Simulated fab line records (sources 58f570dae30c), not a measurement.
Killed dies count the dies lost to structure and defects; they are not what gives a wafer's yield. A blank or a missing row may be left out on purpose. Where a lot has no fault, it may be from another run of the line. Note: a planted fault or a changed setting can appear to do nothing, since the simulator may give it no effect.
Which of the tools did it? :: flow berkeleyCmos170 :: 7 lots, 21 wafers sampled, at 2 steps of a route of 331

WHAT EACH GAUGE READ, for each wafer
UCB170_M3_RS_MEAS_02: uses a four-point probe to measure.
lot: L276
measured: day 7 22:45
on: filmMetro-02
M3_AL_RS (ohm/sq): 0.0325 0.0326 0.0330

lot: L281
measured: day 8 18:11
on: filmMetro-04
M3_AL_RS (ohm/sq): 0.0321 0.0321 0.0326

lot: L284
measured: day 9 14:56
on: filmMetro-01
M3_AL_RS (ohm/sq): 0.0321 0.0322 0.0325

lot: L287
measured: day 10 04:03
on: filmMetro-04
M3_AL_RS (ohm/sq): 0.0322 0.0313 0.0321

lot: L288
measured: day 10 15:07
on: filmMetro-02
M3_AL_RS (ohm/sq): 0.0322 0.0362 0.0325

lot: L292
measured: day 11 10:31
on: filmMetro-02
M3_AL_RS (ohm/sq): 0.0317 0.0317 0.0312

lot: L299
measured: day 12 09:07
on: filmMetro-01
M3_AL_RS (ohm/sq): 0.0317 0.0321 0.0321

TOOL THAT RAN EACH LOT (tool first, then ch and the chambers of the sampled wafers, then the start)
lot: L276
UCB170_M3_SPUTTER_01: pvdSputter-01, day 7 22:39

lot: L281
UCB170_M3_SPUTTER_01: pvdSputter-01, day 8 18:04

lot: L284
UCB170_M3_SPUTTER_01: pvdSputter-04, day 9 14:50

lot: L287
UCB170_M3_SPUTTER_01: pvdSputter-01, day 10 03:58

lot: L288
UCB170_M3_SPUTTER_01: pvdSputter-01, day 10 14:58

lot: L292
UCB170_M3_SPUTTER_01: pvdSputter-04, day 11 10:25

lot: L299
UCB170_M3_SPUTTER_01: pvdSputter-04, day 12 09:00
- UCB170_M3_SPUTTER_01: material Al, target thk 900 nm, time 120 s.

THE ANSWER, worked out from the rows above alone
Rule: usual is defined by the lots themselves. Put in order of their means at a reading, lots are off if they are a third of the lots or fewer, leave a main group of 4 or more, and stand apart from it by a gap of 3 or more times the standard deviation of the main group's means; of several such gaps the widest counts. If all means in a main group match to the digits the tables above print for the reading, that group is not used. Also off: a lot with no number at a reading for which 4 or more lots have one. Where the step has rows for the other lots, those lots are counted as sound.
No lot is off at any reading shown: from this, nothing can be told.

WHAT THE SIMULATOR HAD PUT IN
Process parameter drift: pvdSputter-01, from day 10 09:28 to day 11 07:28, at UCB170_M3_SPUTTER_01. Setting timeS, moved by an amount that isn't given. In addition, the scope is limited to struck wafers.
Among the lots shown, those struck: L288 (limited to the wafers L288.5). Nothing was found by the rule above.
